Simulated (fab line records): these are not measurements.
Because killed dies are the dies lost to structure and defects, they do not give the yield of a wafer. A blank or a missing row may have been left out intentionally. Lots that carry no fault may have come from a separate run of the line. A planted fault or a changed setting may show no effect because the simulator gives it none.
Split-lot experiment | flow rit-cmos | on a route of 202 steps: 5 lots, 23 wafers read

== ON THE SPLIT ==
At RIT_NLDD_COAT_01 (resist thk 1000 nm), the setting resist-thk-nm was moved away from the recipe's 1000 nm on 5 of the 23 wafers read, by +4.0% to +5.8%. All remaining wafers had this setting at the recipe value.

== FROM THE SPLIT TO THE READING: what the file shows between them, 3 steps ==
- RIT_NLDD_SOFTBAKE_02: time 60 s
- RIT_NLDD_EXPOSE_03: exposes mask M7, target cd 40700 nm
- RIT_NLDD_DEVELOP_05: develop time 50 s

== THE READING ==
NOVOLAK_of_NLDD_COAT_01.thk-nm (the simulator's own value, which no gauge read), in nm, at RIT_NLDD_HARDBAKE_07 (time 60 s). The file gives no usual value for it. Here, 18 wafers ran the recipe; their average is 885.1 nm with a standard deviation of 2.3 nm.

wafer  | tool, chamber at the split | resist-thk-nm as run, nm | against the recipe | NOVOLAK_of_NLDD_COAT_01.thk-nm, nm | against lot-mates on the recipe
L074.2 | litho-track-04, 0          | 1000                     | recipe             | 881.8                              | -
L074.3 | litho-track-04, 0          | 1058                     | +5.8%              | 930.9                              | +48.8
L074.4 | litho-track-04, 0          | 1000                     | recipe             | 882.5                              | -
L074.5 | litho-track-04, 0          | 1058                     | +5.8%              | 931                                | +48.9
L074.6 | litho-track-04, 0          | 1058                     | +5.8%              | 933.9                              | +51.8
L075.1 | litho-track-03, 0          | 1000                     | recipe             | 880.5                              | -
L075.5 | litho-track-03, 0          | 1000                     | recipe             | 883.8                              | -
L075.6 | litho-track-03, 0          | 1000                     | recipe             | 883.3                              | -
L077.1 | litho-track-03, 0          | 1000                     | recipe             | 886.8                              | -
L077.3 | litho-track-03, 0          | 1000                     | recipe             | 887.2                              | -
L077.4 | litho-track-03, 0          | 1000                     | recipe             | 888.1                              | -
L077.5 | litho-track-03, 0          | 1000                     | recipe             | 885.1                              | -
L077.6 | litho-track-03, 0          | 1000                     | recipe             | 886                                | -
L080.1 | litho-track-04, 0          | 1040                     | +4.0%              | 920.2                              | +36.2
L080.2 | litho-track-04, 0          | 1000                     | recipe             | 884                                | -
L080.4 | litho-track-04, 0          | 1000                     | recipe             | 886                                | -
L080.5 | litho-track-04, 0          | 1040                     | +4.0%              | 922.6                              | +38.6
L080.6 | litho-track-04, 0          | 1000                     | recipe             | 882.1                              | -
L085.2 | litho-track-03, 0          | 1000                     | recipe             | 886.5                              | -
L085.3 | litho-track-03, 0          | 1000                     | recipe             | 886.8                              | -
L085.4 | litho-track-03, 0          | 1000                     | recipe             | 888.4                              | -
L085.5 | litho-track-03, 0          | 1000                     | recipe             | 887.7                              | -
L085.6 | litho-track-03, 0          | 1000                     | recipe             | 885.4                              | -

THE FIT
A straight line over all 23 wafers: NOVOLAK_of_NLDD_COAT_01.thk-nm changes by +8.29 nm for each +1% of resist-thk-nm; r = +0.99; the points scatter about the line by 2.5 nm.
The same after taking each lot's own level away (the mean of its wafers on the recipe; 23 wafers): +8.75 nm for each +1%; r = +1.00; scatter 1.5 nm.
That fit puts the effect of the largest move of resist-thk-nm on the reading at 51 nm.
Measured against the standard deviation above, the lots' own levels, which go from 882.15 to 886.96 nm, span 2.1 times it.
Consequently the slope shifts little with the lot-to-lot level, the two slopes agreeing.
Check: with one of the wafers moved furthest among these (+5.8%) left out of the fit, the line predicts +51.5 nm for it against its lot-mates. It came out at +48.8 nm against them.

== OTHER SPLITS ON THESE WAFERS ==
These wafers also went through other splits before the reading. Each is held against what the fit with the lots' levels taken away leaves over:
other split on the same wafers  | wafers away from the commonest value | r with NOVOLAK_of_NLDD_COAT_01.thk-nm (lot level and that fit taken away)
RIT_ACTIVE_OXIDATION_01 temp-c  | 15                                   | +0.16
RIT_ACTIVE_CVD_03 temp-c        | 18                                   | +0.01
RIT_ACTIVE_HARDBAKE_12 temp-c   | 3                                    | -0.10
RIT_FOX1_OXIDATION_00 temp-c    | 18                                   | +0.02
RIT_FOX2_CLEAN_02 time-s        | 18                                   | -0.02
RIT_NWELL_IMPLANT_08 energy-kev | 7                                    | -0.21
RIT_NRETRO_IMPLANT_08 dose-cm2  | 10                                   | +0.08
RIT_GATE_CVD_08 temp-c          | 15                                   | -0.11
RIT_GATE_SOFTBAKE_12 temp-c     | 8                                    | -0.06

== THE WHOLE CHAIN: every reading that the file lists as answering this split, in the file's order ==
step                 | what it does       | reading                                                                         | change (the file's fit)              | r (the file's)
RIT_NLDD_COAT_01     | resist thk 1000 nm | NOVOLAK_of_NLDD_COAT_01.thk-nm (the simulator's own value, which no gauge read) | +10.1 nm for each +1% of the setting | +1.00
RIT_NLDD_HARDBAKE_07 | time 60 s          | NOVOLAK_of_NLDD_COAT_01.thk-nm (the simulator's own value, which no gauge read) | +8.82 nm for each +1% of the setting | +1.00

== FILE'S OWN FIT ==
NOVOLAK_of_NLDD_COAT_01.thk-nm changes by +8.82 nm for each +1% of resist-thk-nm, r = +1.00.
